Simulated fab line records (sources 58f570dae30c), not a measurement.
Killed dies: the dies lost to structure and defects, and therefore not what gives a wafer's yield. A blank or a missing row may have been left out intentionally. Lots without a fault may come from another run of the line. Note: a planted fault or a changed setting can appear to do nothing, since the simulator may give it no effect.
A struck lot beside a sound one    flow berkeley_cmos170    14 steps out of a route of 331
Sound: the wafers L497.1, L497.2, L497.5. Struck: wafers L487.1, L487.2, L487.5. The cause is given at the end.
Each step with rows lists, per side, the tool, then ch with its chambers, then its first start. Under that, the readings that differ: sound wafers    struck wafers    difference of the means    sigmas: that difference in standard deviations of wafers without a fault.
alike: readings with means less than 2 such deviations apart, plus words and numbers identical on both sides. not compared: withheld readings, readings lacking a value on some wafer, bounds such as >300 that could conceal the same value, and numbers that have no deviation in the record and whose values overlap.
A row with sigmas, a row that says differs or no value, or rows on one side alone: a step with any of these is where the two part. Non-overlapping numbers with no deviation appear without sigmas and do not part them. A reading that every wafer of one side lacks parts them only if that side has two wafers or more.

UCB170_M3_SPUTTER_01: material Al, target thk 900 nm, time 120 s.
  sound: pvd_sputter-02 at day 10 16:19; struck: pvd_sputter-04 at day 8 05:56
  alike: throttle_valve_pct
UCB170_M3_RS_MEAS_02: uses a four-point probe to measure.
  sound: film_metro-02 at day 10 16:23; struck: film_metro-04 at day 8 06:01
reading            sound                 struck                difference  sigmas
M3_AL_RS (ohm/sq)  0.0330 0.0328 0.0326  0.0316 0.0314 0.0316  -0.0013     -4
UCB170_M3_THK_MEAS_03: measures by xrf.
  sound: film_metro-02 at day 10 16:31; struck: film_metro-04 at day 8 06:08
reading         sound        struck       difference  sigmas
M3_AL_THK (nm)  865 870 874  907 913 915  +42         +4
then, 3 steps without rows for these wafers: UCB170_M3_HMDS_04 (prime time 60 s); UCB170_M3_COAT_05 (resist thk 900 nm); UCB170_M3_SOFTBAKE_06 (time 60 s).
UCB170_M3_STRIP_07: strips in O2.
  sound on plasma_asher-02 ch 0,1, day 10 17:01; struck on plasma_asher-03 ch 0,1, day 8 06:39
  alike: drypump_motor_current_A, oes_product_au, strip_time_to_endpoint_s
  not compared: rf_hours_counter_h
then, 5 steps without rows for these wafers: UCB170_M3_STRIP_08 (strips KrF in DMSO, time 600 s); UCB170_M3_COAT_09; UCB170_M3_COAT_10 (resist thk 900 nm); UCB170_M3_SOFTBAKE_11 (time 60 s); UCB170_M3_EXPOSE_12 (exposes mask METAL3, target cd 700 nm).
UCB170_M3_PEB_13:
  sound on litho_track-03 ch 0, day 10 19:05; struck on litho_track-03, day 8 07:56
  no value came back on the struck wafers for chill_plate_temp_C (C), exhaust_pa (Pa), heater_power_total_W (W); on the sound wafers chill_plate_temp_C (C) reads 23.02 23.18 22.91
then, 1 step without rows for these wafers: UCB170_M3_DEVELOP_14 (develop time 45 s).

WHERE THEY PART
Earliest at UCB170_M3_RS_MEAS_02; latest, in this record, at UCB170_M3_PEB_13.

WHY: the cause the simulator had injected
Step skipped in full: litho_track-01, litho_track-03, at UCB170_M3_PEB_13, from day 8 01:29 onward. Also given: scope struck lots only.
